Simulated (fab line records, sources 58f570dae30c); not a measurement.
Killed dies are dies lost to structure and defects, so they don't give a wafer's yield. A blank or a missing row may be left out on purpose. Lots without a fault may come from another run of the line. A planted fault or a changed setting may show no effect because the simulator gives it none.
Split-lot experiment | flow berkeley_cmos170 | 5 lots, 23 wafers read, on a route of 331 steps

THE SPLIT
At UCB170_ACTIVE_COAT_08 (resist thk 900 nm), the setting spin_rpm was moved away from the recipe's 1500 rpm on 5 of the 23 wafers read, by -5.0% to +7.1%. The other wafers ran this setting at the recipe's value.

The reading is taken at the split's own step.

THE READING
KrF_of_ACTIVE_COAT_08.thk_nm (the simulator's own value, which no gauge read), in nm, at UCB170_ACTIVE_COAT_08 (resist thk 900 nm). The file gives no usual value for it. The 18 wafers here that ran the recipe average 900.4 nm, standard deviation 1.7 nm.

wafer  | tool, chamber at the split | spin_rpm as run, rpm | against the recipe | KrF_of_ACTIVE_COAT_08.thk_nm, nm | against lot-mates on the recipe
L074.2 | litho_track-01, 0          | 1500                 | recipe             | 902.3                            | -
L074.3 | litho_track-01, 0          | 1500                 | recipe             | 899.9                            | -
L074.4 | litho_track-01, 0          | 1500                 | recipe             | 901.5                            | -
L074.5 | litho_track-01, 0          | 1500                 | recipe             | 902.1                            | -
L074.6 | litho_track-01, 0          | 1500                 | recipe             | 901.1                            | -
L078.1 | litho_track-04, 0          | 1500                 | recipe             | 900.6                            | -
L078.3 | litho_track-04, 0          | 1500                 | recipe             | 898                              | -
L078.4 | litho_track-04, 0          | 1500                 | recipe             | 898.7                            | -
L078.5 | litho_track-04, 0          | 1500                 | recipe             | 901.3                            | -
L078.6 | litho_track-04, 0          | 1500                 | recipe             | 901.1                            | -
L081.1 | litho_track-04, 0          | 1500                 | recipe             | 897.9                            | -
L081.3 | litho_track-04, 0          | 1500                 | recipe             | 902.7                            | -
L081.4 | litho_track-04, 0          | 1500                 | recipe             | 901.8                            | -
L084.1 | litho_track-02, 0          | 1500                 | recipe             | 899.9                            | -
L084.2 | litho_track-02, 0          | 1500                 | recipe             | 898.8                            | -
L084.3 | litho_track-02, 0          | 1425                 | -5.0%              | 922                              | +23.6
L084.5 | litho_track-02, 0          | 1500                 | recipe             | 896.5                            | -
L084.6 | litho_track-02, 0          | 1425                 | -5.0%              | 922.8                            | +24.4
L085.1 | litho_track-01, 0          | 1607                 | +7.1%              | 871.4                            | -29.8
L085.3 | litho_track-01, 0          | 1500                 | recipe             | 900.8                            | -
L085.4 | litho_track-01, 0          | 1607                 | +7.1%              | 870.1                            | -31.0
L085.5 | litho_track-01, 0          | 1500                 | recipe             | 901.5                            | -
L085.6 | litho_track-01, 0          | 1607                 | +7.1%              | 869.6                            | -31.5

THE FIT
A straight line over all 23 wafers: KrF_of_ACTIVE_COAT_08.thk_nm changes by -4.26 nm for each +1% of spin_rpm; r = -0.99; the points scatter about the line by 1.6 nm.
The same after taking each lot's own level away (the mean of its wafers on the recipe; 23 wafers): -4.45 nm for each +1%; r = -0.99; scatter 1.4 nm.
On that fit, the largest move of spin_rpm shifts the reading by 32 nm.
The lots' own levels span 898.40 to 901.38 nm, that is 1.8 times the standard deviation above.
So the lot-to-lot level changes the slope little: the two slopes agree.
Check: with one of the wafers moved furthest among these (+7.1%) left out of the fit, the line predicts -32.1 nm for it against its lot-mates. It came out at -29.8 nm against them.

OTHER SPLITS ON THESE WAFERS
These wafers also went through other splits before the reading. Each is held against what the fit with the lots' levels taken away leaves over:
other split on the same wafers   | wafers away from the commonest value | r with KrF_of_ACTIVE_COAT_08.thk_nm (lot level and that fit taken away)
UCB170_NWELL_PEB_10 peb_temp_c   | 7                                    | +0.18
UCB170_NWELL_ETCH_13 time_s      | 5                                    | -0.06
UCB170_PWELL_IMPLANT_15 dose_cm2 | 11                                   | +0.13

THE WHOLE CHAIN: every reading that the file lists as answering this split, in the file's order
step                   | what it does      | reading                                                                       | change (the file's fit)              | r (the file's)
UCB170_ACTIVE_COAT_08  | resist thk 900 nm | KrF_of_ACTIVE_COAT_08.thk_nm (the simulator's own value, which no gauge read) | -4.47 nm for each +1% of the setting | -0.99
UCB170_ACTIVE_STRIP_16 | strips in O2      | strip_time_to_endpoint_s                                                      | withheld for each +1% of the setting | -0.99

THE FILE'S OWN FIT
KrF_of_ACTIVE_COAT_08.thk_nm changes by -4.47 nm for each +1% of spin_rpm, r = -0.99.
